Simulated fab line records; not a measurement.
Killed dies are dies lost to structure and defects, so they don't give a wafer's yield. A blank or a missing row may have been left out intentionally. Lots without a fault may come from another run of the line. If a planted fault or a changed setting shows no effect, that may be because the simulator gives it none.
Problem report, 8D (eight disciplines) form, completed by code + flow rit_cmos + the parts of the form that need people (team, actions taken, sign-off) are left out

## 1. THE ISSUE
At RIT_M1_PROBE_99, killed_at_front_end averages 25.5 over 6 wafers from 2 lots, while fault-free wafers read 7.2, standard deviation 2.9. That puts it +6.3 standard deviations away from the usual mean.
Seen first at day 5 22:17 on prober-02, wafer L743.2. The record has a number at this step for 18 wafers belonging to 6 lots. The rule behind "out" and "out of limits": a value lying over 4 standard deviations away from the usual mean. The rest of the wafers with a number are treated as sound.

## 2. WHAT THIS IS AND IS NOT
| question                    | is                                              | is not                                                                   |
|-----------------------------|-------------------------------------------------|--------------------------------------------------------------------------|
| which readings at this step | killed_at_front_end, killed_dies, killed_on_rim | killed_at_M0_to_M3, killed_at_contacts, killed_open, killed_short        |
| which lots                  | L743, L746                                      | L739, L742, L750, L755                                                   |
| which wafers of those lots  | all that have a number                          | -                                                                        |
| read on which tools         | prober-01, prober-02                            | -                                                                        |
| when                        | from day 5 22:17                                | up to then (6 sound wafers); but 6 sound wafers of L750, L755 came after |

## 3. THE SUSPECTS, EACH WITH WHAT RULES IT OUT
Counting: any tool at a process step up to the reading is kept as a suspect provided that every lot that is out went through it and no sound lot did after the first of them.
- wet_bench-03 at RIT_GATE_CLEAN_02 (cleans in dHF, time 30 s): ruled out as a lasting fault. Following L743 (day 4 16:20), the first lot on it that is out, the sound lots L750 were run on it.
Left after counting: nothing in the record.

## 4. THE CAUSE (what the simulator had put in)
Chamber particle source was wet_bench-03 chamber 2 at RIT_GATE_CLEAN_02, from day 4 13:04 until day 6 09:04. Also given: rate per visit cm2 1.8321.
It was ruled out by counting, in error; the rule expects a fault to strike all lots run on its tool from its start on, and this fault did not.

## 5. THE EFFECT CHAIN, in route order
Each row: a reading whose mean over the struck wafers that have a number lies more than 3 standard deviations from the usual. Scope: only readings with a usual standard deviation given in the record; hours: median across lots of the time from each lot's start at the first step in this table that gives one to its start at this step; sigmas: change in usual standard deviations.
| hours | step            | reading             | usual | on struck wafers | change | sigmas |
|-------|-----------------|---------------------|-------|------------------|--------|--------|
| 0     | RIT_M1_PROBE_99 | killed_at_front_end | 7.2   | 25.5             | +18.3  | +6.3   |
| 0     | RIT_M1_PROBE_99 | killed_dies         | 7.4   | 25.5             | +18.1  | +6.2   |
| 0     | RIT_M1_PROBE_99 | killed_on_rim       | 2.0   | 10.0             | +8.0   | +5.3   |
Its process steps:
- RIT_M1_PROBE_99

## 6. WHAT WOULD HAVE CAUGHT IT SOONER
First out-of-limits reading in this record: day 5 22:17, which is 33 hours after fault onset at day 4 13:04.
